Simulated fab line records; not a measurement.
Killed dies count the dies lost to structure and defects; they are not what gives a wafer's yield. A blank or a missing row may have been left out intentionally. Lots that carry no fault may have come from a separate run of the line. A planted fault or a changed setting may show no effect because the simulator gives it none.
Problem report, 8D (eight disciplines) form, completed by code ; flow rit-cmos ; the parts of the form that need people (team, actions taken, sign-off) are left out

1. WHAT WENT WRONG
Across 6 wafers from 2 lots, FOX2_OXIDE_THK at RIT_FOX2_THK_MEAS_01 averages 306 nm, while fault-free wafers read 348 nm with a standard deviation of 5.5. That is -7.6 standard deviations from the usual mean.
First seen on wafer L148.2, day 5 08:26, on film-metro-03. The record holds 42 wafers of 14 lots with a number at this step. The rule behind "out" and "out of limits": a value lying over 4 standard deviations away from the usual mean. The rest of the wafers with a number are treated as sound.

2. WHAT IT IS, WHAT IT ISN'T
question;is;is not
which readings at this step;FOX2_OXIDE_THK;-
which lots;L148, L150;L132, L135, L136, L137, L138, L140, L141, L142, L145, L151, L153, L154
which wafers of those lots;all that have a number;-
read on which gauges;film-metro-03;film-metro-01, film-metro-02
when;from day 5 08:26;"up to then (27 sound wafers); but 9 sound wafers of L151, L153, L154 came after"

3. WHAT RULES OUT EACH SUSPECT
Counting: a tool stays on the suspect list if, at a process step up to the reading, it processed all lots that are out and no sound lot following the first of them.
- the gauge at RIT_FOX2_THK_MEAS_01 has been ruled out. All the wafers that are out were read on film-metro-03, but those of them that RIT_FOX2_OXIDATION_00 has rows for are out there too, on other tools.
- furnace-01 at RIT_FOX2_OXIDATION_00 (target thk 350.7 nm, ox time 1130 s): kept. Every lot that is out went through it, starting with L148 (day 5 07:07), and after that it ran no sound lot; the last sound lot it ran before then is L142 (day 4 03:44). Its own readings are out on those wafers: spike-tc-centre-C, spike-tc-load-C, spike-tc-source-C, tube-center-temp-C, tube_center_temp_C_max.
After counting, what remains is furnace-01 at RIT_FOX2_OXIDATION_00.

4. THE CAUSE (what the simulator had put in)
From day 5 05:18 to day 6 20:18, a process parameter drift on furnace-01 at RIT_FOX2_OXIDATION_00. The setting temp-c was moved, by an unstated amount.
Only this tool survived the counting.

5. THE CHAIN OF EFFECTS, in route order
Each row: a reading where the mean over the struck wafers with a number is more than 3 standard deviations away from the usual. Only readings whose record carries a usual standard deviation are examined. hours: median over the lots of the time between each lot's start at the first step of this table that gives one and its start at this step. sigmas: the change, counted in usual standard deviations.
hours;step;reading;usual;on struck wafers;change;sigmas
0;RIT_FOX2_OXIDATION_00;spike-tc-centre-C;1102.7 C;1080.9;-21.8;-22
0;RIT_FOX2_OXIDATION_00;spike-tc-load-C;1128.8 C;1106.4;-22.4;-15
0;RIT_FOX2_OXIDATION_00;spike-tc-source-C;1131.2 C;1108.5;-22.7;-10
0;RIT_FOX2_OXIDATION_00;tube-center-temp-C;1100 C;1077;-23;-99 or more
0;RIT_FOX2_OXIDATION_00;tube_center_temp_C_max;1102.8;1080.2;-22.6;-48
1;RIT_FOX2_THK_MEAS_01;FOX2_OXIDE_THK;348 nm;306;-42;-7.6
2;RIT_FOX2_THK_MEAS_90;FIELD_OXIDE_LEFT_1_THK;321 nm;278;-43;-7.6
15;RIT_FOX2_THK_MEAS_91;FIELD_OXIDE_LEFT_2_THK;252 nm;210;-42;-7.7
Process steps it contains:
- RIT_FOX2_OXIDATION_00: target thk 350.7 nm, ox time 1130 s.
At these later measuring or inspecting steps, every struck wafer for which the step has a row has a number for every such reading, and none has moved that far: RIT_PWELL_OVL_MEAS_06, RIT_GATE_CD_MEAS_90, RIT_REOX_THK_MEAS_04.

6. HOW IT WOULD HAVE BEEN CAUGHT EARLIER
Counted from the fault's start at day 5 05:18, it took 3 hours until the first out-of-limits reading at a measuring or inspecting step in this record, taken at day 5 08:26.
The tool's own readings at RIT_FOX2_OXIDATION_00 were out on every struck wafer that the step has a row for (spike-tc-centre-C, spike-tc-load-C, spike-tc-source-C, tube-center-temp-C, tube_center_temp_C_max): an alarm limit on them would have fired on the first of those.
L150, from the lots that are out (2), started RIT_FOX2_OXIDATION_00 on furnace-01 later than day 5 08:26. Had the tool been put on hold then, it would have been spared.
